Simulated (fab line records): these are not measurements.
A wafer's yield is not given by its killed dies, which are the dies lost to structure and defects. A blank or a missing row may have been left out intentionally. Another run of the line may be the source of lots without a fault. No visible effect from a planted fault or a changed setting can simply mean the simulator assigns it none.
Comparing a struck lot with a sound one	flow berkeleyCmos170	44 out of 331 route steps
Sound: wafers L925.1, L925.2, L925.5. Wafers struck: L936.4, L936.5, L936.6. Last of all comes the cause.
At each step with rows: each side's tool, then ch and its chambers, then its first start. Under that, the readings that differ: sound wafers	struck wafers	difference of the means	sigmas: that difference in standard deviations of wafers without a fault.
alike: a reading whose means differ by less than 2 such deviations, as well as words and numbers matching on both sides. not compared: withheld readings; readings where some wafer has no value; bounds like >300 that might hide an equal value; numbers whose values overlap and for which the record gives no deviation.
The two part at a step that has a row with sigmas, a row that says differs or no value, or rows on one side only. When numbers do not overlap yet have no deviation, they are printed without sigmas and do not part them. Lack of a reading on every wafer of one side parts them only where that side has two or more wafers.

UCB170_SDANNEAL_RTA_01: time 5 s.
  sound on rtpAnneal-02 ch 0, day 6 13:11; struck on rtpAnneal-02 ch 0, day 8 19:14
  alike: lampPowerPct, wafer_temp_C_max
UCB170_SDANNEAL_RS_MEAS_02: measures by four-point-probe.
  sound on filmMetro-01 at day 6 13:15; struck on filmMetro-01 at day 8 19:19
  alike: PSD_RS
UCB170_SDANNEAL_RS_MEAS_03: measures by four-point-probe.
  sound on filmMetro-01 at day 6 13:22; struck on filmMetro-01 at day 8 19:26
  alike: NSD_RS
UCB170_SDANNEAL_RS_MEAS_04: measures by four-point-probe.
  sound on filmMetro-01 at day 6 13:29; struck on filmMetro-01 at day 8 19:34
reading	sound	struck	difference	sigmas
PLDD_RS (ohm/sq)	1024.4 1026.9 1028.8	1033.3 1032.7 1033.3	+6.4	+2
UCB170_SDANNEAL_RS_MEAS_05: measures by four-point-probe.
  sound on filmMetro-01 at day 6 13:37; struck on filmMetro-01 at day 8 19:41
  alike: NLDD_RS
then, 2 steps without rows for these wafers: UCB170_SILICIDE_PRE_CLEAN_00 (preclean etch time 60 s); UCB170_SILICIDE_SPUTTER_01 (material Ti, target thk 30 nm, time 25.64 s).
UCB170_SILICIDE_RS_MEAS_02: measures by four-point-probe.
  sound on filmMetro-04 at day 6 13:50; struck on filmMetro-03 at day 8 19:54
  alike: SILICIDE_TI_RS
UCB170_SILICIDE_THK_MEAS_03: measures by xrf.
  sound on filmMetro-04 at day 6 13:57; struck on filmMetro-03 at day 8 19:59
  alike: SILICIDE_TI_THK
UCB170_SILICIDE_RTA_04: time 15 s.
  sound on rtpAnneal-01 ch 0, day 6 14:01; struck on rtpAnneal-01 ch 0, day 8 20:04
  alike: lampPowerPct, wafer_temp_C_max
then, 2 steps without rows for these wafers: UCB170_SILICIDE_WET_ETCH_05 (etches Ti in SPM, time 45 s); UCB170_CONTACT_CLEAN_00 (cleans in SPM, time 600 s).
UCB170_CONTACT_CVD_01: deposits PSG from SiH4/O2/PH3, target thk 700 nm, time 2820 s.
  sound on lpcvd-02 ch 1, day 6 17:15; struck on lpcvd-02 ch 1, day 8 20:17
reading	sound	struck	difference	sigmas
ph3FlowSccm (sccm)	24.94 25.05 24.98	30.01 30.10 30.20	+5.11	+60
model.PSG_of_CONTACT_CVD_01.thkNm (nm)	695.8 700.6 695.6	724.9 719.2 722.8	+25.0	
  alike: spikeTcCentreC, spikeTcLoadC
UCB170_CONTACT_THK_MEAS_02:
  sound on filmMetro-02 at day 6 19:02; struck on filmMetro-02 at day 8 22:07
reading	sound	struck	difference	sigmas
CONTACT_PSG_THK (nm)	695 701 696	725 720 723	+25	+3
then, 12 steps without rows for these wafers: UCB170_CONTACT_HMDS_03 (prime time 60 s); UCB170_CONTACT_COAT_04 (resist thk 900 nm); UCB170_CONTACT_SOFTBAKE_05 (time 60 s); UCB170_CONTACT_STRIP_06 (strips in O2); UCB170_CONTACT_CLEAN_07 (cleans in SPM, time 600 s); UCB170_CONTACT_RTA_08 (time 10 s); UCB170_CONTACT_COAT_09; UCB170_CONTACT_COAT_10 (resist thk 900 nm); UCB170_CONTACT_SOFTBAKE_11 (time 60 s); UCB170_CONTACT_EXPOSE_12 (exposes mask CONT, target cd 700 nm); UCB170_CONTACT_PEB_13; UCB170_CONTACT_DEVELOP_14 (develop time 45 s).
UCB170_CONTACT_CD_MEAS_15 targets a cd of 700 nm.
  sound on cdSem-01 at day 6 23:02; struck on cdSem-01 at day 9 02:23
  alike: cdNm
UCB170_CONTACT_OVL_MEAS_16:
  sound on overlay-02 at day 6 23:09; struck on overlay-01 at day 9 02:28
  alike: CONTACT_OVL
UCB170_CONTACT_ETCH_17: etches BARC in N2/H2.
  sound on rieDiel-04 ch 0,3, day 6 23:11; struck on rieDiel-04 ch 0,3, day 9 02:29
  alike: drypumpMotorCurrentA, h2FlowSccm, oesProductAu, throttleValvePct
UCB170_CONTACT_ETCH_18: etches PSG in CHF3/CF4/Ar, stops on TiSi2, target depth 840 nm, time 195 s.
  sound on rieDiel-04 ch 0,3; struck on rieDiel-04 ch 0,3
reading	sound	struck	difference	sigmas
model.etch.depthNm (nm)	695.8 700.6 695.6	724.9 719.2 722.8	+25.0	
model.CONTACT.featureDepthNm (nm)	695.8 700.6 695.6	724.9 719.2 722.8	+25.0	
  alike: cf4FlowSccm, drypumpMotorCurrentA, oesProductAu, throttleValvePct
  not compared: rfHoursCounterH
UCB170_CONTACT_STRIP_19: strips in O2.
  sound on plasmaAsher-01 ch 0,1, day 6 23:21; struck on plasmaAsher-04 ch 0,1, day 9 02:41
reading	sound	struck	difference	sigmas
drypumpMotorCurrentA (A)	5.0 5.6 5.1	6.1 6.1 5.9	+0.8	+3
  alike: oesProductAu
  not compared: rfHoursCounterH
UCB170_CONTACT_CD_MEAS_90 targets a cd of 700 nm.
  sound on cdSem-01 at day 6 23:27; struck on cdSem-02 at day 9 02:49
  alike: cdNm
then, 2 steps without rows for these wafers: UCB170_CONTACT_CLEAN_20 (cleans in SPM, time 600 s); UCB170_M1_SPUTTER_00 (material Al, target thk 600 nm, time 80 s).
UCB170_M1_RS_MEAS_01: measures by four-point-probe.
  sound on filmMetro-01 at day 6 23:50; struck on filmMetro-01 at day 9 03:13
  alike: M1_AL_RS
UCB170_M1_THK_MEAS_02: measures by xrf.
  sound on filmMetro-01 at day 6 23:57; struck on filmMetro-01 at day 9 03:19
  alike: M1_AL_THK
then, 4 steps without rows for these wafers: UCB170_M1_COAT_03; UCB170_M1_COAT_04 (resist thk 900 nm); UCB170_M1_SOFTBAKE_05 (time 60 s); UCB170_M1_EXPOSE_06 (exposes mask METAL1, target cd 700 nm).
UCB170_M1_PEB_07:
  sound on lithoTrack-04 ch 0, day 7 00:35; struck on lithoTrack-03 ch 0, day 9 04:11
  alike: plateSensorTCentreC, plateSensorTEdgeC
then, 1 step without rows for these wafers: UCB170_M1_DEVELOP_08 (develop time 45 s).
UCB170_M1_METAL_ETCH_12: etches Al in Cl2/BCl3, stops on PSG, target depth 780 nm, time 130 s.
  sound on rieMetal-01 ch 0,1, day 7 01:03; struck on rieMetal-01 ch 0,1, day 9 04:38
reading	sound	struck	difference	sigmas
model.PSG_of_CONTACT_CVD_01.thkNm (nm)	658.4 663.3 657.9	686.9 681.5 684.7	+24.5	
  alike: drypumpMotorCurrentA, heBacksideLeakSccm, oesProductAu, throttleValvePct
  not compared: rfHoursCounterH
UCB170_M3_PROBE_99:
  rows exist in the record for the struck wafers here (prober-01, day 9 19:58), but not for the sound ones

WHERE THEY PART
Last at UCB170_M3_PROBE_99 as far as this record goes, first at UCB170_SDANNEAL_RS_MEAS_04.

WHY: what the simulator had put in
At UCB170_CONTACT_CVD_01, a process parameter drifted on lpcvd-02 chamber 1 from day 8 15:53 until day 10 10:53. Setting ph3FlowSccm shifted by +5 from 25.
